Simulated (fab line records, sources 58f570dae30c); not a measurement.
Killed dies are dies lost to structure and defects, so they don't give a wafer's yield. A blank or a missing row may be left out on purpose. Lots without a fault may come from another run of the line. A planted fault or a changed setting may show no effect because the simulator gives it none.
A struck lot beside a sound one | flow berkeley_cmos170 | 13 steps out of a route of 331
Sound: wafers L630.1, L630.2, L630.4. Struck: wafer L644.5. The cause comes at the end.
At each step with rows: each side's tool, then ch and its chambers, then its first start. Under that, the readings that differ: sound wafers | struck wafers | difference of the means | sigmas: that difference in standard deviations of wafers without a fault.
alike: readings whose means differ by less than 2 such deviations, and words and numbers that are the same on both sides. not compared: withheld readings, readings that some wafer has no value for, bounds like >300 that may hide the same value, and numbers for which the record gives no deviation and whose values overlap.
The two part at a step that has a row with sigmas, a row that says differs or no value, or rows on one side only. Numbers that don't overlap but have no deviation are shown without sigmas and don't part them. A reading that every wafer of one side lacks parts them only if that side has two wafers or more.

first, 2 steps without rows for these wafers: UCB170_NLDD_PEB_04; UCB170_NLDD_DEVELOP_05 (develop time 45 s).
UCB170_NLDD_CD_MEAS_06: target cd 1200 nm.
  sound on cd_sem-01, day 8 08:47; struck on cd_sem-01, day 11 04:08
  alike: cd_nm
UCB170_NLDD_OVL_MEAS_07:
  sound on overlay-01, day 8 08:55; struck on overlay-01, day 11 04:12
  reading       | sound | struck | difference | sigmas
  NLDD_OVL (nm) | 6 7 9 | -7     | -14        | -3
then, 2 steps without rows for these wafers: UCB170_NLDD_IMPLANT_08; UCB170_NLDD_IMPLANT_09.
UCB170_NLDD_STRIP_10: strips in O2.
  sound on plasma_asher-02 ch 0,1, day 8 09:14; struck on plasma_asher-02 ch 0, day 11 04:35
  alike: drypump_motor_current_A, oes_product_au, strip_time_to_endpoint_s
  not compared: rf_hours_counter_h
UCB170_NLDD_TW_MEAS_11:
  sound on film_metro-04, day 8 09:20; struck on film_metro-04, day 11 04:39
  alike: NLDD_TW
then, 1 step without rows for these wafers: UCB170_NLDD_CLEAN_12 (cleans in SPM, time 600 s).
UCB170_SPACER_CVD_00: deposits SiO2 from TEOS/O2, target thk 376 nm, time 45.16 s.
  sound on pecvd-02 ch 0,1, day 8 09:35; struck on pecvd-03 ch 0, day 11 04:52
  reading            | sound       | struck | difference | sigmas
  heater_power_w (W) | 280 248 259 | 395    | +133       | +2
  alike: rf_fwd_power_W
UCB170_SPACER_THK_MEAS_01:
  sound on film_metro-03, day 8 09:38; struck on film_metro-02, day 11 04:56
  reading              | sound       | struck | difference | sigmas
  SPACER_TEOS_THK (nm) | 353 356 360 | 369    | +13        | +3
then, 1 step without rows for these wafers: UCB170_SPACER_ANNEAL_02 (time 1800 s).
UCB170_SPACER_ETCHBACK_03: etches SiO2 in CHF3/CF4/Ar, stops on Si, target depth 376 nm, time 100 s.
  sound on rie_diel-01 ch 0,1,3, day 8 16:06; struck on rie_diel-01 ch 2, day 11 10:22
  reading                  | sound             | struck | difference | sigmas
  model.etch.depth_nm (nm) | 352.4 356.2 360.2 | 361.7  | +5.4       |
  alike: drypump_motor_current_A, oes_product_au, rf_fwd_power_W, throttle_valve_pct
  not compared: rf_hours_counter_h

WHERE THEY PART
First at UCB170_NLDD_OVL_MEAS_07; last, within this record, at UCB170_SPACER_THK_MEAS_01. Later steps at which nothing parts them and some readings are alike: UCB170_SPACER_ETCHBACK_03.

WHY: what the simulator had put in
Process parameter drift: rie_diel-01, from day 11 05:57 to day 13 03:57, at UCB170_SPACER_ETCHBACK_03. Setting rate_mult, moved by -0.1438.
